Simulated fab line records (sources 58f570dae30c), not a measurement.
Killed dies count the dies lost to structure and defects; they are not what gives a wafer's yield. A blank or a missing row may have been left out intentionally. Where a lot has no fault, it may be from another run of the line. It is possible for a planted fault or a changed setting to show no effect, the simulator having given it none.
Which tool was responsible?	flow berkeley-cmos170	Sampling: 6 lots, 18 wafers, 2 of 331 route steps

WHAT THE GAUGES READ, wafer by wafer
UCB170_PWELL_THK_MEAS_06.
lot	measured	on	PWELL_NITRIDE_THK (nm)
L950	day 3 06:55	film-metro-03	223.7 222.0 222.9
L952	day 3 17:23	film-metro-02	172.3 173.8 174.9 172.1 173.5 174.8
L955	day 4 05:29	film-metro-03	172.6 171.4 170.9 172.4 171.4 170.9
L962	day 5 20:22	film-metro-04	219.5 217.2 219.7
L964	day 6 03:22	film-metro-04	219.2 220.9 217.7
L967	day 6 12:03	film-metro-04	218.9 219.0 219.3

WHICH TOOL RAN EACH LOT (tool, then ch and the chambers of the sampled wafers, then the start)
lot	UCB170_PWELL_CVD_05
L950	lpcvd-01 ch 0, day 3 05:00
L952	lpcvd-01 ch 1, day 3 15:29
L955	lpcvd-01 ch 0, day 4 03:34
L962	lpcvd-02 ch 1, day 5 18:27
L964	lpcvd-02 ch 0, day 6 01:26
L967	lpcvd-02 ch 0, day 6 10:08
- UCB170_PWELL_CVD_05: deposits Si3N4 from SiH2Cl2/NH3, target thk 220 nm, time 3300 s.

THE ANSWER, worked out from the rows above alone
Rule: the lots themselves supply what counts as usual. Put in order of their means at a reading, lots are off if they are a third of the lots or fewer, leave a main group of 4 or more, and stand apart from it by a gap of 3 or more times the standard deviation of the main group's means; of several such gaps the widest counts. A main group is skipped when, at the precision printed for the reading in the tables above, its means are all equal. A lot without any number at a reading at which 4 lots or more have one is off too. Any other lot the step has rows for is counted as sound.
Off: L952, L955, seen at UCB170_PWELL_THK_MEAS_06 (PWELL_NITRIDE_THK). The main group: mean 220.0 nm, standard deviation 1.7.
If a tool, at a process step before that reading, ran all the lots that are off and no sound lot after the first of them, it fits. Those tools and the gauges at UCB170_PWELL_THK_MEAS_06 are tried in the same way. One fits: lpcvd-01 at UCB170_PWELL_CVD_05. Its last sound lot is L950 (day 3 05:00), its first lot that is off L952 (day 3 15:29): a fault that began between those two fits.

WHAT THE SIMULATOR HAD INSERTED
Site profile drift: lpcvd-01, from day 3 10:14 on, at UCB170_PWELL_CVD_05. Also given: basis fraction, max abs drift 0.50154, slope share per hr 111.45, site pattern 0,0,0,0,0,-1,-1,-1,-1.
Shown lots that were struck: L952, L955. Same finding as the rule above.
